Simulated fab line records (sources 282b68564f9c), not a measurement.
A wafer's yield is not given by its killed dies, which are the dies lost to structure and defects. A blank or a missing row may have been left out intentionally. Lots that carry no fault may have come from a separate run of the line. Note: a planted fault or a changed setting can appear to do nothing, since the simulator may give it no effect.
Split-lot study ; flow rit-cmos ; on a route of 202 steps: 5 lots, 23 wafers read

== ON THE SPLIT ==
At RIT_ACTIVE_OXIDATION_01 (target thk 46.8 nm, ox time 3360 s), the setting temp-c was moved away from the recipe's 1000 C on 15 of the 23 wafers read, by -2.7% to +1.7%. For the rest of the wafers, this setting stayed at what the recipe calls for.

No step appears in the file between the split and the reading.

== THE READING ==
At RIT_ACTIVE_THK_MEAS_02: ACTIVE_OXIDE_THK, given in nm. A value of 46.4 nm with a standard deviation of 0.83 nm is what fault-free wafers of this fab line usually give.

wafer;tool, chamber at the split;temp-c as run, C;against the recipe;ACTIVE_OXIDE_THK, nm;against lot-mates on the recipe
L074.1;-, -;973;-2.7%;37.6;no lot-mate on the recipe
L074.3;-, -;973;-2.7%;37.5;no lot-mate on the recipe
L074.4;-, -;973;-2.7%;37.2;no lot-mate on the recipe
L074.5;-, -;973;-2.7%;37.6;no lot-mate on the recipe
L074.6;-, -;973;-2.7%;37.9;no lot-mate on the recipe
L076.1;-, -;1017;+1.7%;54.5;no lot-mate on the recipe
L076.2;-, -;1017;+1.7%;54.9;no lot-mate on the recipe
L076.4;-, -;1017;+1.7%;54.9;no lot-mate on the recipe
L076.5;-, -;1017;+1.7%;54.8;no lot-mate on the recipe
L076.6;-, -;1017;+1.7%;53.9;no lot-mate on the recipe
L078.1;furnace-02, 0;1000;recipe;47.1;-
L078.4;furnace-02, 0;1000;recipe;47.1;-
L078.6;furnace-02, 0;1000;recipe;46.2;-
L083.1;-, -;1000;recipe;46.7;-
L083.2;-, -;1000;recipe;47.2;-
L083.4;-, -;1000;recipe;45.9;-
L083.5;-, -;1000;recipe;46.4;-
L083.6;-, -;1000;recipe;46.7;-
L085.1;-, -;975.5;-2.4%;37.5;no lot-mate on the recipe
L085.2;-, -;975.5;-2.4%;37.8;no lot-mate on the recipe
L085.3;-, -;975.5;-2.4%;37.7;no lot-mate on the recipe
L085.4;-, -;975.5;-2.4%;37.8;no lot-mate on the recipe
L085.5;-, -;975.5;-2.4%;37.8;no lot-mate on the recipe

THE FIT
A straight line over all 23 wafers: ACTIVE_OXIDE_THK changes by +3.85 nm for each +1% of temp-c; r = +0.99; the points scatter about the line by 0.72 nm.
Too few moved wafers have a lot-mate on the recipe to fit a line with each lot's own level taken away.

== THE WHOLE CHAIN: every reading that the file lists as answering this split, in the file's order ==
step;what it does;reading;change (the file's fit);r (the file's)
RIT_ACTIVE_OXIDATION_01;target thk 46.8 nm, ox time 3360 s;SiO2_of_ACTIVE_OXIDATION_01.thk-nm (the simulator's own value, which no gauge read);+3.85 nm for each +1% of the setting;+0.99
RIT_ACTIVE_THK_MEAS_02;;ACTIVE_OXIDE_THK;+3.85 for each +1% of the setting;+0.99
RIT_ACTIVE_ETCH_13;etches Si3N4 in SF6, stops on SiO2, time 210 s, target depth 210 nm;SiO2_of_ACTIVE_OXIDATION_01.thk-nm (the simulator's own value, which no gauge read);+3.83 nm for each +1% of the setting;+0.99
RIT_FOX2_WET_ETCH_03;etches Si3N4 in H3PO4, target depth 195 nm, time 2700 s;SiO2_of_ACTIVE_OXIDATION_01.thk-nm (the simulator's own value, which no gauge read);+3.41 nm for each +1% of the setting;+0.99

== THE FILE'S OWN FIT ==
ACTIVE_OXIDE_THK changes by +3.85 nm for each +1% of temp-c, r = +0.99.
